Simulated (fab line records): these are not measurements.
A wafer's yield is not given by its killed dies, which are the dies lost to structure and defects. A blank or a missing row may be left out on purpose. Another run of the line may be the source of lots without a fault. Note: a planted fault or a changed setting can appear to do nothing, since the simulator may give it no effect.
Which of the tools did it? / flow rit cmos / 14 lots, 42 wafers sampled, at 3 steps of a route of 202

## WHAT THE GAUGES SHOWED, per wafer
RIT_NWELL_TW_MEAS_10. Usual: NWELL_TW typically reads 2149, with standard deviation 24.
lot=L221; measured=day 1 21:46; on=film metro-02; NWELL_TW=2120 2114 2112; flag=
lot=L222; measured=day 2 05:15; on=film metro-04; NWELL_TW=2138 2152 2139; flag=
lot=L224; measured=day 2 12:45; on=film metro-01; NWELL_TW=2173 2174 2178; flag=
lot=L225; measured=day 2 17:07; on=film metro-01; NWELL_TW=2188 2166 2171; flag=
lot=L226; measured=day 2 21:59; on=film metro-02; NWELL_TW=2124 2127 2129; flag=
lot=L227; measured=day 3 03:41; on=film metro-01; NWELL_TW=2175 2166 2158; flag=
lot=L230; measured=day 3 18:59; on=film metro-01; NWELL_TW=2175 2167 2169; flag=
lot=L232; measured=day 4 04:02; on=film metro-01; NWELL_TW=2176 2172 2178; flag=
lot=L233; measured=day 4 08:54; on=film metro-04; NWELL_TW=2167 2159 2161; flag=
lot=L237; measured=day 5 04:58; on=film metro-04; NWELL_TW=2134 2135 2136; flag=
lot=L238; measured=day 5 09:58; on=film metro-04; NWELL_TW=2150 2139 2143; flag=
lot=L239; measured=day 5 21:11; on=film metro-04; NWELL_TW=1842 1846 1839; flag=OFF
lot=L241; measured=day 6 01:38; on=film metro-01; NWELL_TW=1860 1868 1869; flag=OFF
lot=L244; measured=day 6 17:35; on=film metro-04; NWELL_TW=2156 2152 2155; flag=

RIT_WELLDRIVE_RS_MEAS_01: uses a four-point probe to measure. Usual: NWELL_RS typically reads 275.2 ohm/sq, with standard deviation 0.77.
lot=L221; measured=day 2 05:34; on=film metro-01; NWELL_RS (ohm/sq)=275.8 276.4 275.7; flag=
lot=L222; measured=day 2 11:58; on=film metro-04; NWELL_RS (ohm/sq)=276.2 275.6 275.9; flag=
lot=L224; measured=day 2 19:34; on=film metro-02; NWELL_RS (ohm/sq)=276.5 275.8 275.7; flag=
lot=L225; measured=day 2 23:56; on=film metro-04; NWELL_RS (ohm/sq)=275.0 274.2 274.8; flag=
lot=L226; measured=day 3 05:03; on=film metro-02; NWELL_RS (ohm/sq)=275.6 275.9 274.9; flag=
lot=L227; measured=day 3 10:31; on=film metro-02; NWELL_RS (ohm/sq)=273.9 274.9 275.0; flag=
lot=L230; measured=day 4 01:44; on=film metro-02; NWELL_RS (ohm/sq)=275.5 274.5 275.0; flag=
lot=L232; measured=day 4 10:44; on=film metro-02; NWELL_RS (ohm/sq)=275.5 275.2 274.8; flag=
lot=L233; measured=day 4 15:50; on=film metro-01; NWELL_RS (ohm/sq)=274.6 274.0 273.7; flag=
lot=L237; measured=day 5 12:22; on=film metro-02; NWELL_RS (ohm/sq)=276.6 275.6 276.5; flag=
lot=L238; measured=day 5 17:24; on=film metro-02; NWELL_RS (ohm/sq)=275.2 275.2 275.1; flag=
lot=L239; measured=day 6 04:01; on=film metro-04; NWELL_RS (ohm/sq)=369.7 367.4 369.0; flag=OFF
lot=L241; measured=day 6 10:41; on=film metro-04; NWELL_RS (ohm/sq)=368.6 368.4 368.1; flag=OFF
lot=L244; measured=day 7 00:19; on=film metro-04; NWELL_RS (ohm/sq)=274.6 273.0 273.6; flag=

## WHAT TOOL EACH LOT RAN ON (gives the tool, then ch and the chambers of the sampled wafers, and finally the start)
lot=L221; RIT_NWELL_IMPLANT_08=implanter-02 ch 0, day 1 21:29
lot=L222; RIT_NWELL_IMPLANT_08=implanter-03 ch 0, day 2 04:58
lot=L224; RIT_NWELL_IMPLANT_08=implanter-03 ch 0, day 2 12:26
lot=L225; RIT_NWELL_IMPLANT_08=implanter-03 ch 0, day 2 16:48
lot=L226; RIT_NWELL_IMPLANT_08=implanter-03 ch 0, day 2 21:41
lot=L227; RIT_NWELL_IMPLANT_08=implanter-03 ch 0, day 3 03:22
lot=L230; RIT_NWELL_IMPLANT_08=implanter-02 ch 0, day 3 18:40
lot=L232; RIT_NWELL_IMPLANT_08=implanter-01 ch 0, day 4 03:43
lot=L233; RIT_NWELL_IMPLANT_08=implanter-01 ch 0, day 4 08:35
lot=L237; RIT_NWELL_IMPLANT_08=implanter-03 ch 0, day 5 04:41
lot=L238; RIT_NWELL_IMPLANT_08=implanter-02 ch 0, day 5 09:39
lot=L239; RIT_NWELL_IMPLANT_08=implanter-03 ch 0, day 5 20:53
lot=L241; RIT_NWELL_IMPLANT_08=implanter-03 ch 0, day 6 01:19
lot=L244; RIT_NWELL_IMPLANT_08=implanter-02 ch 0, day 6 17:19
- RIT_NWELL_IMPLANT_08

## WHAT THE TOOLS THEMSELVES READ (means of the sampled wafers that have a number; where no wafer has one, the mark that the record gives instead)
RIT_NWELL_IMPLANT_08. Usual: dose ions cm2 5.001e+13, standard deviation 5.5e+10; faraday current uA 159, standard deviation 3.2.
lot=L221; tool=implanter-02; dose ions cm2=4.992e+13; faraday current uA=158; flag=
lot=L222; tool=implanter-03; dose ions cm2=5.000e+13; faraday current uA=159; flag=
lot=L224; tool=implanter-03; dose ions cm2=5.004e+13; faraday current uA=158; flag=
lot=L225; tool=implanter-03; dose ions cm2=4.999e+13; faraday current uA=159; flag=
lot=L226; tool=implanter-03; dose ions cm2=5.005e+13; faraday current uA=157; flag=
lot=L227; tool=implanter-03; dose ions cm2=5.004e+13; faraday current uA=157; flag=
lot=L230; tool=implanter-02; dose ions cm2=4.998e+13; faraday current uA=154; flag=
lot=L232; tool=implanter-01; dose ions cm2=5.003e+13; faraday current uA=158; flag=
lot=L233; tool=implanter-01; dose ions cm2=5.009e+13; faraday current uA=158; flag=
lot=L237; tool=implanter-03; dose ions cm2=5.002e+13; faraday current uA=158; flag=
lot=L238; tool=implanter-02; dose ions cm2=4.998e+13; faraday current uA=156; flag=
lot=L239; tool=implanter-03; dose ions cm2=3.127e+13; faraday current uA=100; flag=OFF
lot=L241; tool=implanter-03; dose ions cm2=3.127e+13; faraday current uA=97; flag=OFF
lot=L244; tool=implanter-02; dose ions cm2=4.999e+13; faraday current uA=158; flag=

## THE ANSWER, worked out from the rows above alone
Rule: a lot is off if the mean of its wafers that have a number lies more than 3 standard deviations from the usual mean. Also off: a lot with no number at a reading for which 4 or more lots have one. All remaining lots with rows at the step are treated as sound. Order of review: gauges by route order, followed by the tools' own readings, for which a lot's mean as printed above is used. At the first step where some lot is off, the reading lying furthest off is the one used; lots without a number count as furthest.
Off: L239, L241, seen at RIT_NWELL_TW_MEAS_10 (NWELL_TW).
A tool fits if, at a process step before that reading, it ran every lot that is off, and no sound lot after the first of them. Not tried: the gauges at RIT_NWELL_TW_MEAS_10; whatever is off there is also off at RIT_NWELL_IMPLANT_08, on other tools, and gauge error can't account for it. One fits: RIT_NWELL_IMPLANT_08 on implanter-03. A fault onset in the window from L237 (day 5 04:41, its last sound lot) to L239 (day 5 20:53, its first lot off) fits.
The tool's own readings at RIT_NWELL_IMPLANT_08 bear it out: on the lots that are off they differ by more than 5 times the standard deviation of the sound lots' means. dose ions cm2 reads 3.127e+13 there against 5.001e+13 on the sound lots; faraday current uA reads 98 there against 158 on the sound lots.

## WHAT THE SIMULATOR PUT IN
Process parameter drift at RIT_NWELL_IMPLANT_08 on implanter-03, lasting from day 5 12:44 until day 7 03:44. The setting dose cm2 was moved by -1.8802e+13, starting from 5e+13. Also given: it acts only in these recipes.
Shown lots that were struck: L239, L241. The rule above found the same.
